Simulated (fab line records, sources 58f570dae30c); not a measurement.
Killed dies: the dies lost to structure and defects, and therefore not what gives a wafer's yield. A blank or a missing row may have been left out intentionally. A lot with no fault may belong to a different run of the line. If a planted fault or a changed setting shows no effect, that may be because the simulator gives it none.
Which tool was responsible? / flow berkeley cmos170 / 6 lots, 18 wafers sampled, at 2 steps of a route of 331

## WHAT EACH GAUGE READ, for each wafer
UCB170_PWELL_OVL_MEAS_13.
lot=L156; measured=day 3 22:46; on=overlay-01; PWELL_OVL (nm)=-19 -12 -19
lot=L157; measured=day 3 22:53; on=overlay-01; PWELL_OVL (nm)=-5 -3 -6
lot=L159; measured=day 4 07:46; on=overlay-01; PWELL_OVL (nm)=-2 -10 -7
lot=L172; measured=day 6 15:46; on=overlay-02; PWELL_OVL (nm)=9 7 10
lot=L175; measured=day 7 07:48; on=overlay-01; PWELL_OVL (nm)=1 -3 -7
lot=L178; measured=day 7 23:38; on=overlay-02; PWELL_OVL (nm)=1 1 8

## TOOL THAT RAN EACH LOT (tool first, then ch and the chambers of the sampled wafers, then the start)
lot=L156; UCB170_PWELL_EXPOSE_10=krf scanner-02 ch 0, day 3 22:01
lot=L157; UCB170_PWELL_EXPOSE_10=krf scanner-02 ch 0, day 3 22:13
lot=L159; UCB170_PWELL_EXPOSE_10=krf scanner-02 ch 0, day 4 06:36
lot=L172; UCB170_PWELL_EXPOSE_10=krf scanner-01 ch 0, day 6 15:10
lot=L175; UCB170_PWELL_EXPOSE_10=krf scanner-01 ch 0, day 7 07:25
lot=L178; UCB170_PWELL_EXPOSE_10=krf scanner-01 ch 0, day 7 22:53
- UCB170_PWELL_EXPOSE_10: exposes mask PWELL, target cd 3000 nm.

## THE ANSWER, worked out from the rows above alone
Rule: the lots themselves supply what counts as usual. Put in order of their means at a reading, lots are off if they are a third of the lots or fewer, leave a main group of 4 or more, and stand apart from it by a gap of 3 or more times the standard deviation of the main group's means; of several such gaps the widest counts. A main group is skipped when, at the precision printed for the reading in the tables above, its means are all equal. A lot without any number at a reading at which 4 lots or more have one is off too. All remaining lots with rows at the step are treated as sound.
Across all readings shown, no lot is off: no conclusion can be drawn from this.

## WHAT WAS PUT IN BY THE SIMULATOR
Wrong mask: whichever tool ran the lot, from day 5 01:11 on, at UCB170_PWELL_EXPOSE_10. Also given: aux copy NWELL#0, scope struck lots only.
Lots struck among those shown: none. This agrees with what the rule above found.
